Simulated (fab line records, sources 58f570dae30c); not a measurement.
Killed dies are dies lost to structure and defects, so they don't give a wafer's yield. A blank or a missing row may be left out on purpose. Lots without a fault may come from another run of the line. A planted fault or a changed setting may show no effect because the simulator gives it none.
Problem report in the 8D (eight disciplines) form, filled by code | flow berkeley_cmos170 | the parts of the form that need people (team, actions taken, sign-off) are left out

1. THE PROBLEM
run_length_s at UCB170_V1_ETCH_14 reads a mean of 267.4 s on 6 wafers of 2 lots; wafers without a fault read 319.4 s with a standard deviation of 0.44. That is -99 or more standard deviations from the usual mean.
The step: etches SiO2 in CHF3/CF4/Ar, stops on Al, target depth 1250 nm, time 291 s.
First seen on wafer L327.3, day 10 04:25, on rie_diel-01. The record holds 42 wafers of 14 lots with a number at this step. Rule for "out", or "out of limits": more than 4 standard deviations from the usual mean. The other wafers with a number count as sound.

2. WHAT IT IS AND WHAT IT IS NOT
question                    | is                           | is not
which readings at this step | run_length_s, oes_product_au | drypump_motor_current_A, throttle_valve_pct
which lots                  | L327, L330                   | L315, L316, L317, L318, L319, L320, L326, L332, L334, L335, L337, L338
which wafers of those lots  | all that have a number       | -
read on which tools         | rie_diel-01                  | rie_diel-02, rie_diel-03
when                        | from day 10 04:25            | up to then (21 sound wafers); but 15 sound wafers of L332, L334, L335, L337, L338 came after

3. SUSPECTS, AND WHAT RULES EACH OUT
Counting: a tool at a process step up to the reading stays a suspect if it ran every lot that is out and no sound lot after the first of them.
- rie_diel-01 at UCB170_V1_ETCH_14 (etches SiO2 in CHF3/CF4/Ar, stops on Al, target depth 1250 nm, time 291 s): kept. It ran every lot that is out, first L327 (day 10 04:25), and no sound lot after that; its last sound lot up to then is L326 (day 9 17:08). Its own readings are out on those wafers: oes_product_au, run_length_s.
Left after counting: rie_diel-01 at UCB170_V1_ETCH_14.

4. THE CAUSE (what the simulator had put in)
Process parameter drift: rie_diel-01, from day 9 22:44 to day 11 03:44, at UCB170_V1_ETCH_14. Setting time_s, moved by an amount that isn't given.
Counting left only this tool.

5. THE CHAIN OF EFFECTS, in route order
Each row: a reading whose mean over the struck wafers that have a number lies more than 3 standard deviations from the usual. Only readings for which the record gives a usual standard deviation are gone through. hours: the time from each lot's start at the first step in this table that gives one to its start at this step, as a median over the lots. sigmas: the change in usual standard deviations.
hours | step               | reading                  | usual      | on struck wafers | change | sigmas
0     | UCB170_V1_ETCH_14  | oes_product_au           | 0.875 a.u. | 1.001            | +0.126 | +8.4
0     | UCB170_V1_ETCH_14  | run_length_s             | 319.4 s    | 267.4            | -52.0  | -99 or more
0     | UCB170_V1_STRIP_15 | strip_time_to_endpoint_s | 15.36 s    | 16.56            | +1.20  | +11
The process steps in it:
- UCB170_V1_ETCH_14: etches SiO2 in CHF3/CF4/Ar, stops on Al, target depth 1250 nm, time 291 s.
- UCB170_V1_STRIP_15: strips in O2.
Later measuring or inspecting steps at which every struck wafer that the step has a row for has a number for every such reading, and none has moved that far: UCB170_M2_CD_MEAS_15.

6. WHAT WOULD HAVE CAUGHT IT SOONER
In this record the first reading out of limits was taken at day 10 04:25, 6 hours after the fault began at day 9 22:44.
